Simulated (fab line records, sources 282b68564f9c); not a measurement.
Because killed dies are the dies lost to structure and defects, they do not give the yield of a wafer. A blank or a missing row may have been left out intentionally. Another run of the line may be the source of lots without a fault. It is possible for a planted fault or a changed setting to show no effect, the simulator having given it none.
Problem report in the 8D (eight disciplines) form, filled by code ; flow rit-cmos ; the parts of the form that need people (team, actions taken, sign-off) are left out

== 1. WHAT IS WRONG ==
CONTACT_TEOS_THK at RIT_CONTACT_THK_MEAS_01 reads a mean of 441 nm on 1 wafer of 1 lot; wafers without a fault read 400 nm with a standard deviation of 4.9. Relative to the usual mean, that is a shift of +8.4 standard deviations.
First observed at day 6 01:32: wafer L498.5, on film-metro-03. At this step, 39 wafers from 13 lots have a number in the record. Rule for "out", or "out of limits": more than 4 standard deviations from the usual mean. The rest of the wafers with a number are treated as sound.

== 2. WHAT IT IS, WHAT IT ISN'T ==
question;is;is not
which readings at this step;CONTACT_TEOS_THK;-
which lots;L498;L484, L485, L486, L487, L488, L489, L499, L500, L502, L503, L505, L506
which wafers of those lots;L498.5;L498.4, L498.6
read on which gauges;film-metro-03;film-metro-02, film-metro-04
when;from day 6 01:32;"up to then (20 sound wafers); but 18 sound wafers of L499, L500, L502, L503, L505, L506 came after"

== 3. THE SUSPECTS, EACH WITH WHAT RULES IT OUT ==
Counting: if a tool at a process step up to the reading ran every lot that is out, it stays a suspect. Sound lots after the first of them don't rule it out here, since some wafers of a struck lot are sound.
- the gauge at RIT_CONTACT_THK_MEAS_01: kept. All the wafers that are out were read on film-metro-03, and no step on other tools shows them out.
- pecvd-01 at RIT_CONTACT_CVD_00 (deposits SiO2 from TEOS, target thk 400 nm, time 61 s): kept. It ran the lot that is out, L498 (day 6 01:27); its last sound lot up to then is L488 (day 4 02:06).
- At RIT_CONTACT_CVD_00 on pecvd-01, chamber 2 took the sound wafers of the same lots and chamber 0 took the wafers that are out.
Left after counting: pecvd-01 at RIT_CONTACT_CVD_00, film-metro-03 at RIT_CONTACT_THK_MEAS_01.

== 4. THE CAUSE (what the simulator had put in) ==
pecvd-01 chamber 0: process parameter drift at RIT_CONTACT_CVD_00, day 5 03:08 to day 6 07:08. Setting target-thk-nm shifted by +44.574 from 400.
Of the 2 suspects that counting leaves, this tool is one.

== 5. SEQUENCE OF EFFECTS, ordered by route ==
Each row: a reading whose mean over the struck wafers that have a number lies more than 3 standard deviations from the usual. Readings are gone through only where the record gives a usual standard deviation; hours: the median, over the lots, of the time from a lot's start at the first step in this table giving one to that lot's start at this step; sigmas: the change measured in usual standard deviations.
hours;step;reading;usual;on struck wafers;change;sigmas
0;RIT_CONTACT_THK_MEAS_01;CONTACT_TEOS_THK;400 nm;441;+41;+8.4

== 6. HOW IT WOULD HAVE BEEN CAUGHT EARLIER ==
Counted from the fault's start at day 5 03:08, it took 22 hours until the first out-of-limits reading at a measuring or inspecting step in this record, taken at day 6 01:32.
No tool reading at RIT_CONTACT_CVD_00 that has a usual standard deviation in the record was out on any struck wafer, so an alarm limit of 4 standard deviations on those readings would not have fired.
By day 6 01:32 the whole set of lots that are out, 1 in number, had already begun RIT_CONTACT_CVD_00 on pecvd-01. A hold on the tool at that time would have spared none of them.
